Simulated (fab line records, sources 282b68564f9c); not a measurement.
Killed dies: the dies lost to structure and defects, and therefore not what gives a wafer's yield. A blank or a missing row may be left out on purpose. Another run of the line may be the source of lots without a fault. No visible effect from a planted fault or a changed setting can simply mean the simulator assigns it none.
Split-lot trial | flow ritCmos | route with 202 steps; 5 lots, 23 wafers read

== SPLIT DETAILS ==
At RIT_SDANNEAL_RTA_03 (time 5 s), the setting timeS was moved away from the recipe's 5 s on 6 of the 23 wafers read, by +7.7% to +12.2%. The other wafers ran this setting at the recipe's value.

Split to reading: the file shows no intervening step.

== THE READING ==
PSD_RS in ohm/sq, measured at RIT_SDANNEAL_RS_MEAS_04 by four-point-probe. A value of 115.45 ohm/sq with a standard deviation of 0.29 ohm/sq is what fault-free wafers of this fab line usually give.

wafer  | tool, chamber at the split | timeS as run, s | against the recipe | PSD_RS, ohm/sq | against lot-mates on the recipe
L074.1 | rtpAnneal-01, 0            | 5               | recipe             | 115.51         | -
L074.2 | rtpAnneal-01, 0            | 5               | recipe             | 115.40         | -
L074.3 | rtpAnneal-01, 0            | 5               | recipe             | 115.42         | -
L074.4 | rtpAnneal-01, 0            | 5               | recipe             | 115.48         | -
L074.5 | rtpAnneal-01, 0            | 5               | recipe             | 115.81         | -
L077.2 | rtpAnneal-02, 0            | 5.385           | +7.7%              | 113.85         | -1.27
L077.3 | rtpAnneal-02, 0            | 5.385           | +7.7%              | 114.18         | -0.94
L077.4 | rtpAnneal-02, 0            | 5               | recipe             | 115.08         | -
L077.5 | rtpAnneal-02, 0            | 5.385           | +7.7%              | 114.19         | -0.93
L077.6 | rtpAnneal-02, 0            | 5               | recipe             | 115.15         | -
L078.1 | rtpAnneal-01, 0            | 5               | recipe             | 115.07         | -
L078.3 | rtpAnneal-01, 0            | 5               | recipe             | 115.29         | -
L078.4 | rtpAnneal-01, 0            | 5               | recipe             | 115.15         | -
L078.5 | rtpAnneal-01, 0            | 5               | recipe             | 115.20         | -
L078.6 | rtpAnneal-01, 0            | 5               | recipe             | 115.22         | -
L082.1 | rtpAnneal-01, 0            | 5.61            | +12.2%             | 113.60         | -1.73
L082.3 | rtpAnneal-01, 0            | 5               | recipe             | 115.51         | -
L082.4 | rtpAnneal-01, 0            | 5.61            | +12.2%             | 113.55         | -1.78
L082.5 | rtpAnneal-01, 0            | 5.61            | +12.2%             | 113.72         | -1.61
L082.6 | rtpAnneal-01, 0            | 5               | recipe             | 115.14         | -
L085.2 | rtpAnneal-02, 0            | 5               | recipe             | 115.97         | -
L085.5 | rtpAnneal-02, 0            | 5               | recipe             | 115.51         | -
L085.6 | rtpAnneal-02, 0            | 5               | recipe             | 115.48         | -

FIT RESULTS
A straight line over all 23 wafers: PSD_RS changes by -0.15 ohm/sq for each +1% of timeS; r = -0.95; the points scatter about the line by 0.24 ohm/sq.
The same after taking each lot's own level away (the mean of its wafers on the recipe; 23 wafers): -0.138 ohm/sq for each +1%; r = -0.98; scatter 0.15 ohm/sq.
On that fit, the largest move of timeS shifts the reading by 1.7 ohm/sq.
Across the lots, their own levels run from 115.115 to 115.653 ohm/sq, a range of 1.9 times the standard deviation given above.
Consequently the slope shifts little with the lot-to-lot level, the two slopes agreeing.
Check: for one of the wafers moved furthest among these (+12.2%), held out of the fit, the line's prediction against its lot-mates is -1.68 ohm/sq. Against them it came out at -1.73 ohm/sq.

== ADDITIONAL SPLITS CARRIED BY THESE WAFERS ==
These wafers also went through other splits before the reading. Each is held against what the fit with the lots' levels taken away leaves over:
other split on the same wafers | wafers away from the commonest value | r with PSD_RS (lot level and that fit taken away)
RIT_PLDD_IMPLANT_08 doseCm2    | 7                                    | +0.22
RIT_NSD_COAT_01 spinRpm        | 12                                   | -0.19
RIT_NSD_IMPLANT_08 energyKev   | 9                                    | +0.03

== FILE'S OWN FIT ==
PSD_RS changes by -0.138 ohm/sq for each +1% of timeS, r = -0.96.
